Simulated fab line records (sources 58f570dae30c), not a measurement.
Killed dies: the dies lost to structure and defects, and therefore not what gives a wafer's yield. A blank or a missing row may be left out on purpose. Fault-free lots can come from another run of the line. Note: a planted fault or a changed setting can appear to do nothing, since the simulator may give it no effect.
One fault through the eyes of 2 desks :: flow berkeley-cmos170 :: every desk sees just its own numbers, and what lay behind them comes last

## FROM THE METROLOGY DESK
Means of the sampled wafers that have a number, per lot and without regard to the tool the lot ran on: this is what the gauges read. A lot is out of limits, marked OUT, if its mean lies more than 4 standard deviations from the usual mean; the brackets give that distance.
Columns: A = NWELL_TW at UCB170_NWELL_TW_MEAS_16, usual 1250; B = FIELD_OXIDE_LEFT_2_THK at UCB170_FIELD_THK_MEAS_91, usual 355 nm; C = cd-nm at UCB170_V2_CD_MEAS_90, usual 700.5 nm
lot: L840
first seen here: day 2 04:40
A: 1251
B: 336
C: 700.7

lot: L841
first seen here: day 2 08:13
A: 1255
B: 345
C: 701.8

lot: L842
first seen here: day 2 16:55
A: 1250
B: 342
C: 699.7

lot: L845
first seen here: day 3 06:37
A: 1252
B: 369
C: 699.0

lot: L846
first seen here: day 3 09:42
A: 1258
B: 358
C: 700.1

lot: L847
first seen here: day 3 15:28
A: 1244
B: 370
C: 699.4

lot: L848
first seen here: day 3 18:58
A: 1249
B: 359
C: 698.6

lot: L849
first seen here: day 4 06:36
A: 1244
B: 357
C: 700.8

lot: L850
first seen here: day 4 06:50
A: 1242
B: 344
C: 700.8

lot: L853
first seen here: day 4 21:44
A: 1247
B: 357
C: 701.3

lot: L854
first seen here: day 5 01:39
A: 1271
B: 357
C: 697.7

lot: L858
first seen here: day 5 19:13
A: 1270
B: 370
C: 701.2

lot: L861
first seen here: day 6 15:23
A: 1241
B: 375
C: 701.1

lot: L863
first seen here: day 6 23:28
A: 1246
B: 368
C: 700.5
This desk's verdict: no lot among the 14 shows anything out of limits.

## DESK OF THE TOOL OWNER: implanter-03
The tool's own readings at UCB170_NLDD_IMPLANT_09, given as means over the sampled wafers that have a number, one for each lot that went through this tool. A lot is out of limits, marked OUT, if its mean lies more than 4 standard deviations from the usual mean; the brackets give that distance.
Columns: A = beam-energy-keV at UCB170_NLDD_IMPLANT_09, usual 30.001; B = end-station-pressure-torr at UCB170_NLDD_IMPLANT_09, usual 5.16e-06 Torr
lot: L841
first seen here: day 6 06:02
A: 30.001
B: 5.01e-06

lot: L842
first seen here: day 6 06:41
A: 30.001
B: 5.04e-06

lot: L850
first seen here: day 7 20:38
A: 29.997
B: 4.98e-06

lot: L854
first seen here: day 8 18:43
A: 28.482 (-99 or more) OUT
B: 5.46e-06

lot: L858
first seen here: day 9 16:39
A: 28.473 (-99 or more) OUT
B: 5.35e-06
This desk's verdict: out of limits on L854, L858, starting with L854 at day 8 18:43 (beam-energy-keV at UCB170_NLDD_IMPLANT_09). L841, L842, L850: within limits.

## ALL TOGETHER
An alarm could have come from the tool owner's desk at day 8 18:43, on L854, L858.
Nothing out of limits was seen by the metrology desk.
The metrology desk holds a record of L854, L858, inside its limits.
Of the lots named, all ran UCB170_NLDD_IMPLANT_09 on implanter-03.

## WHAT WAS PUT IN BY THE SIMULATOR
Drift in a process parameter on implanter-03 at UCB170_NLDD_IMPLANT_09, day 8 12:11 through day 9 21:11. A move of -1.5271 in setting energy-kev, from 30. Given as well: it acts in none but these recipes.
Shown lots that were struck: L854, L858.
Each desk's first reading out of limits, in hours after the fault started: the tool owner's desk, 7.
